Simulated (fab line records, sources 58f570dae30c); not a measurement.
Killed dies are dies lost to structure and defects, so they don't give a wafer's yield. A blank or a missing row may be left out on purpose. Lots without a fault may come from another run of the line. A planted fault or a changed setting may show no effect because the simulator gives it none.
Problem report in the 8D (eight disciplines) form, filled by code | flow berkeley_cmos170 | the parts of the form that need people (team, actions taken, sign-off) are left out

1. THE PROBLEM
M1_AL_RS at UCB170_M1_RS_MEAS_01 reads a mean of 0.1116 ohm/sq on 4 wafers of 2 lots; wafers without a fault read 0.0482 ohm/sq with a standard deviation of 0.00061. That is +99 or more standard deviations from the usual mean.
The step: measures by four-point-probe.
First seen on wafer L342.1, day 9 02:14, on film_metro-03. The record holds 42 wafers of 14 lots with a number at this step. Rule for "out", or "out of limits": more than 4 standard deviations from the usual mean. The other wafers with a number count as sound.

2. WHAT IT IS AND WHAT IT IS NOT
question                    | is                             | is not
which readings at this step | M1_AL_RS                       | -
which lots                  | L342, L346                     | L336, L338, L339, L340, L341, L343, L344, L349, L350, L351, L355, L356
which wafers of those lots  | L342.1, L342.6, L346.1, L346.5 | L342.5, L346.6
read on which gauges        | film_metro-02, film_metro-03   | -
when                        | from day 9 02:14               | up to then (19 sound wafers); but 19 sound wafers of L343, L346, L349, L350, L351, L355, L356 came after

3. SUSPECTS, AND WHAT RULES EACH OUT
Counting: a tool at a process step up to the reading stays a suspect if it ran every lot that is out. Sound lots after the first of them don't rule it out here, since some wafers of a struck lot are sound.
- the gauge at UCB170_M1_RS_MEAS_01: ruled out. The wafers that are out were read on 2 gauges (film_metro-02, film_metro-03).
- pvd_sputter-02 at UCB170_M1_SPUTTER_00 (material Al, target thk 600 nm, time 80 s): kept. It ran every lot that is out, first L342 (day 9 02:10); its last sound lot up to then is L341 (day 8 17:14).
Left after counting: pvd_sputter-02 at UCB170_M1_SPUTTER_00.

4. THE CAUSE (what the simulator had put in)
Process parameter drift: pvd_sputter-02, from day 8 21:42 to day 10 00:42, at UCB170_M1_SPUTTER_00. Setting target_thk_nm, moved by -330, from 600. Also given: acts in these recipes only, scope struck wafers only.
Counting left only this tool.

5. THE CHAIN OF EFFECTS, in route order
Each row: a reading whose mean over the struck wafers that have a number lies more than 3 standard deviations from the usual. Only readings for which the record gives a usual standard deviation are gone through. hours: the time from each lot's start at the first step in this table that gives one to its start at this step, as a median over the lots. sigmas: the change in usual standard deviations.
hours | step                    | reading        | usual         | on struck wafers | change  | sigmas
0     | UCB170_M1_RS_MEAS_01    | M1_AL_RS       | 0.0482 ohm/sq | 0.1116           | +0.0634 | +99 or more
0     | UCB170_M1_THK_MEAS_02   | M1_AL_THK      | 600 nm        | 265              | -335    | -41
2     | UCB170_M1_METAL_ETCH_12 | oes_product_au | 0.860 a.u.    | 0.595            | -0.265  | -22
The process steps in it:
- UCB170_M1_METAL_ETCH_12: etches Al in Cl2/BCl3, stops on PSG, target depth 780 nm, time 130 s.

6. WHAT WOULD HAVE CAUGHT IT SOONER
In this record the first reading out of limits at a measuring or inspecting step was taken at day 9 02:14, 5 hours after the fault began at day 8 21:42.
Of the tool readings at UCB170_M1_SPUTTER_00 for which the record gives a usual standard deviation, none was out on any struck wafer, so an alarm limit of 4 standard deviations on them would not have fired.
Of the lots that are out (2), L346 began UCB170_M1_SPUTTER_00 on pvd_sputter-02 after day 9 02:14. A hold on the tool at that time would have spared it.
